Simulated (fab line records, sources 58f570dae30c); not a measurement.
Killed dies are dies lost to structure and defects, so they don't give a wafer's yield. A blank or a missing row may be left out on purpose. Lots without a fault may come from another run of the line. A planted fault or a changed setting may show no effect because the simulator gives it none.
Which tool did it? | flow berkeley_cmos170 | 15 lots, 44 wafers sampled, at 5 steps of a route of 331

WHAT THE GAUGES READ, wafer by wafer
UCB170_V1_THK_MEAS_01. Usual: V1_TEOS_THK 1997 nm, standard deviation 23.
lot  | measured     | on            | V1_TEOS_THK (nm) | flag
L229 | day 8 19:25  | film_metro-03 | 1988 1996 2007   |
L231 | day 9 19:17  | film_metro-04 | 1973 2011 2018   |
L236 | day 10 17:12 | film_metro-04 | 1946 1975 2011   |
L234 | day 10 18:55 | film_metro-04 | 1974 2008 2011   |
L241 | day 11 10:47 | film_metro-04 | 1995 1993 2020   |
L237 | day 11 10:50 | film_metro-03 | 1970 1987 2019   |
L238 | day 11 12:01 | film_metro-01 | 2018 1406        | OFF
L243 | day 11 12:09 | film_metro-03 | 1992 1953 1397   | OFF
L245 | day 11 21:04 | film_metro-01 | 1957 1941 1976   |
L244 | day 12 18:07 | film_metro-04 | 1430 1977 2007   | OFF
L248 | day 12 18:08 | film_metro-01 | 2008 2044 2050   |
L247 | day 12 18:07 | film_metro-03 | 1983 1952 1990   |
L246 | day 12 18:17 | film_metro-04 | 1994 2037 2007   |
L251 | day 12 21:58 | film_metro-04 | 2004 1997 1999   |
L249 | day 13 00:43 | film_metro-01 | 1988 2006 2022   |

WHICH TOOL RAN EACH LOT (tool, then ch and the chambers of the sampled wafers, then the start)
lot  | UCB170_SILICIDE_RTA_04           | UCB170_CONTACT_PEB_13                        | UCB170_CONTACT_ETCH_17             | UCB170_V1_CVD_00
L229 | rtp_anneal-01 ch 0, day 8 07:14  | litho_track-04 ch 0, day 8 15:11             | rie_diel-01 ch 0,2,3, day 8 15:35  | pecvd-02 ch 0,1, day 8 19:14
L231 | rtp_anneal-02 ch 0, day 9 07:52  | litho_track-03 ch 0, day 9 14:26             | rie_diel-04 ch 0,1, day 9 14:52    | pecvd-01 ch 0,1,2, day 9 19:08
L236 | rtp_anneal-02 ch 0, day 10 04:51 | litho_track-03 ch 0, day 10 11:31            | rie_diel-02 ch 0,1,3, day 10 11:55 | pecvd-01 ch 0,1,2, day 10 17:02
L234 | rtp_anneal-02 ch 0, day 10 06:32 | litho_track-04 ch 0, day 10 14:46            | rie_diel-01 ch 0,1,3, day 10 15:11 | pecvd-02 ch 0,1, day 10 18:46
L241 | rtp_anneal-02 ch 0, day 10 21:16 | litho_track-02 ch 0, day 11 03:31            | rie_diel-01 ch 0,1,3, day 11 03:56 | pecvd-04 ch 0,1,2, day 11 10:29
L237 | rtp_anneal-01 ch 0, day 10 21:48 | litho_track-04 ch 0, day 11 03:49            | rie_diel-02 ch 0,1, day 11 04:12   | pecvd-04 ch 0,1, day 11 10:39
L238 | rtp_anneal-01 ch 0, day 10 23:03 | litho_track-04 ch 0, day 11 05:01            | rie_diel-01 ch 2,3, day 11 05:23   | pecvd-01 ch 0,2, day 11 11:54
L243 | rtp_anneal-01 ch 0, day 10 23:09 | litho_track-04 ch 0, day 11 06:50 or earlier | rie_diel-01 ch 0,1,3, day 11 06:50 | pecvd-01 ch 0,1,2, day 11 11:59
L245 | rtp_anneal-01 ch 0, day 11 10:34 | litho_track-03 ch 0, day 11 14:25            | rie_diel-01 ch 0,2,3, day 11 14:50 | pecvd-02 ch 1,2, day 11 20:54
L244 | rtp_anneal-01 ch 0, day 11 10:40 | litho_track-03 ch 0, day 11 17:48            | rie_diel-04 ch 0,1,3, day 11 18:14 | pecvd-01 ch 0,1,2, day 12 17:58
L248 | rtp_anneal-02 ch 0, day 11 11:07 | litho_track-02 ch 0, day 11 17:51            | rie_diel-02 ch 1,2,3, day 11 18:14 | pecvd-04 ch 0,1,2, day 12 17:58
L247 | rtp_anneal-01 ch 0, day 11 11:10 | litho_track-02 ch 0, day 11 18:04            | rie_diel-01 ch 0,3, day 11 18:30   | pecvd-02 ch 0,1,2, day 12 17:58
L246 | rtp_anneal-02 ch 0, day 11 11:31 | litho_track-02 ch 0, day 11 18:24            | rie_diel-02 ch 0,1,2, day 11 18:47 | pecvd-04 ch 1,2, day 12 18:07
L251 | rtp_anneal-02 ch 0, day 12 12:59 | litho_track-02 ch 0, day 12 16:29            | rie_diel-01 ch 1,2,3, day 12 16:53 | pecvd-02 ch 0,1,2, day 12 21:48
L249 | rtp_anneal-02 ch 0, day 12 13:13 | litho_track-03 ch 0, day 12 18:13            | rie_diel-04 ch 1,2, day 12 18:40   | pecvd-04 ch 0,1, day 13 00:34
- UCB170_SILICIDE_RTA_04: time 15 s.
- UCB170_CONTACT_PEB_13
- UCB170_CONTACT_ETCH_17: etches BARC in N2/H2.
- UCB170_V1_CVD_00: deposits SiO2 from TEOS/O2, target thk 2000 nm, time 250 s.

WHAT THE TOOLS THEMSELVES READ (means of the sampled wafers that have a number; where no wafer has one, the mark that the record gives instead)
UCB170_SILICIDE_RTA_04. Usual: lamp_power_pct 10.5 %, standard deviation 0.64; wafer_temp_C_max 653.0, standard deviation 0.72.
lot  | tool          | lamp_power_pct (%) | wafer_temp_C_max | flag
L229 | rtp_anneal-01 | 9.9                | 652.8            |
L231 | rtp_anneal-02 | 11.2               | 653.3            |
L236 | rtp_anneal-02 | 11.2               | 653.6            |
L234 | rtp_anneal-02 | 11.2               | 653.4            |
L241 | rtp_anneal-02 | 11.2               | 654.1            |
L237 | rtp_anneal-01 | 9.9                | 652.7            |
L238 | rtp_anneal-01 | 9.9                | 652.1            |
L243 | rtp_anneal-01 | 9.9                | 653.6            |
L245 | rtp_anneal-01 | 9.9                | 652.6            |
L244 | rtp_anneal-01 | 9.9                | 652.7            |
L248 | rtp_anneal-02 | 11.2               | 653.4            |
L247 | rtp_anneal-01 | 9.9                | 652.6            |
L246 | rtp_anneal-02 | 11.2               | 653.0            |
L251 | rtp_anneal-02 | 11.2               | 653.3            |
L249 | rtp_anneal-02 | 11.2               | 653.1            |

UCB170_CONTACT_PEB_13. Usual: exhaust_pa 45.2 Pa, standard deviation 0.9; plate_sensor_t_centre_C 131.41 C, standard deviation 0.0093; plate_sensor_t_edge_C 131.53 C, standard deviation 0.0099.
lot  | tool           | exhaust_pa (Pa) | plate_sensor_t_centre_C (C) | plate_sensor_t_edge_C (C) | flag
L229 | litho_track-04 | 45.9            | 131.40                      | 131.54                    |
L231 | litho_track-03 | 45.7            | 131.42                      | 131.54                    |
L236 | litho_track-03 | 45.5            | 131.41                      | 131.54                    |
L234 | litho_track-04 | 44.8            | 131.41                      | 131.53                    |
L241 | litho_track-02 | 44.5            | 131.41                      | 131.54                    |
L237 | litho_track-04 | 44.8            | 131.41                      | 131.53                    |
L238 | litho_track-04 | 44.8            | 131.41                      | 131.53                    |
L243 | litho_track-04 | 45.9            | 131.40                      | 131.53                    |
L245 | litho_track-03 | 45.4            | 131.40                      | 131.53                    |
L244 | litho_track-03 | 45.2            | 131.40                      | 131.53                    |
L248 | litho_track-02 | 44.0            | 131.41                      | 131.53                    |
L247 | litho_track-02 | 44.4            | 131.40                      | 131.54                    |
L246 | litho_track-02 | 44.1            | 131.41                      | 131.53                    |
L251 | litho_track-02 | 44.9            | 131.40                      | 131.53                    |
L249 | litho_track-03 | 45.7            | 131.41                      | 131.53                    |

UCB170_CONTACT_ETCH_17. Usual: drypump_motor_current_A 5.8 A, standard deviation 0.39; h2_flow_sccm 200.0 sccm, standard deviation 0.62; oes_product_au 0.996 a.u., standard deviation 0.02; throttle_valve_pct 13.31 %, standard deviation 0.16.
lot  | tool        | drypump_motor_current_A (A) | h2_flow_sccm (sccm) | oes_product_au (a.u.) | throttle_valve_pct (%) | flag
L229 | rie_diel-01 | 6.0                         | 200.1               | 0.993                 | 13.37                  |
L231 | rie_diel-04 | 5.7                         | 200.0               | 0.988                 | 13.24                  |
L236 | rie_diel-02 | 5.5                         | 200.3               | 0.996                 | 13.12                  |
L234 | rie_diel-01 | 5.9                         | 199.5               | 0.996                 | 13.46                  |
L241 | rie_diel-01 | 5.9                         | 199.5               | 1.004                 | 13.46                  |
L237 | rie_diel-02 | 5.2                         | 199.9               | 1.015                 | 13.08                  |
L238 | rie_diel-01 | 6.2                         | 200.2               | 0.994                 | 13.40                  |
L243 | rie_diel-01 | 5.9                         | 200.5               | 0.995                 | 13.46                  |
L245 | rie_diel-01 | 6.0                         | 200.7               | 0.978                 | 13.38                  |
L244 | rie_diel-04 | 5.7                         | 200.1               | 0.989                 | 13.27                  |
L248 | rie_diel-02 | 5.7                         | 199.9               | 0.985                 | 13.26                  |
L247 | rie_diel-01 | 6.1                         | 200.0               | 0.984                 | 13.40                  |
L246 | rie_diel-02 | 5.4                         | 200.1               | 1.000                 | 13.24                  |
L251 | rie_diel-01 | 6.0                         | 200.2               | 0.997                 | 13.46                  |
L249 | rie_diel-04 | 5.7                         | 200.3               | 0.973                 | 13.24                  |

UCB170_V1_CVD_00. Usual: heater_power_w 236 W, standard deviation 77.
lot  | tool     | heater_power_w (W) | flag
L229 | pecvd-02 | 212                |
L231 | pecvd-01 | 223                |
L236 | pecvd-01 | 240                |
L234 | pecvd-02 | 214                |
L241 | pecvd-04 | 290                |
L237 | pecvd-04 | 253                |
L238 | pecvd-01 | 196                |
L243 | pecvd-01 | 220                |
L245 | pecvd-02 | 141                |
L244 | pecvd-01 | 222                |
L248 | pecvd-04 | 311                |
L247 | pecvd-02 | 190                |
L246 | pecvd-04 | 273                |
L251 | pecvd-02 | 192                |
L249 | pecvd-04 | 279                |

THE ANSWER, worked out from the rows above alone
Rule: a lot is off if the mean of its wafers that have a number lies more than 3 standard deviations from the usual mean. A lot without any number at a reading at which 4 lots or more have one is off too. The other lots that the step has rows for count as sound. The gauges are gone through in route order, then the tools' own readings, and for those a lot's mean is taken as printed above. The first step at which some lot is off is used, and at that step the reading that is off furthest; a lot without a number counts as furthest.
Off: L238, L243, L244, at UCB170_V1_THK_MEAS_01 (V1_TEOS_THK).
A tool fits if, at a process step before that reading, it ran every lot that is off, and no sound lot after the first of them. The gauges at UCB170_V1_THK_MEAS_01 are tried like those tools. UCB170_CONTACT_PEB_13 gives no start for some lots, so the hours and the order of its lots are those of UCB170_CONTACT_ETCH_17. One fits: pecvd-01 at UCB170_V1_CVD_00. Its last sound lot is L236 (day 10 17:02), its first lot that is off L238 (day 11 11:54): a fault that began between those two fits.

WHAT THE SIMULATOR HAD PUT IN
Process parameter drift: pecvd-01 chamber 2, from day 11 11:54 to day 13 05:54, at UCB170_V1_CVD_00. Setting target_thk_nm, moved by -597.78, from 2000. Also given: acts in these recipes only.
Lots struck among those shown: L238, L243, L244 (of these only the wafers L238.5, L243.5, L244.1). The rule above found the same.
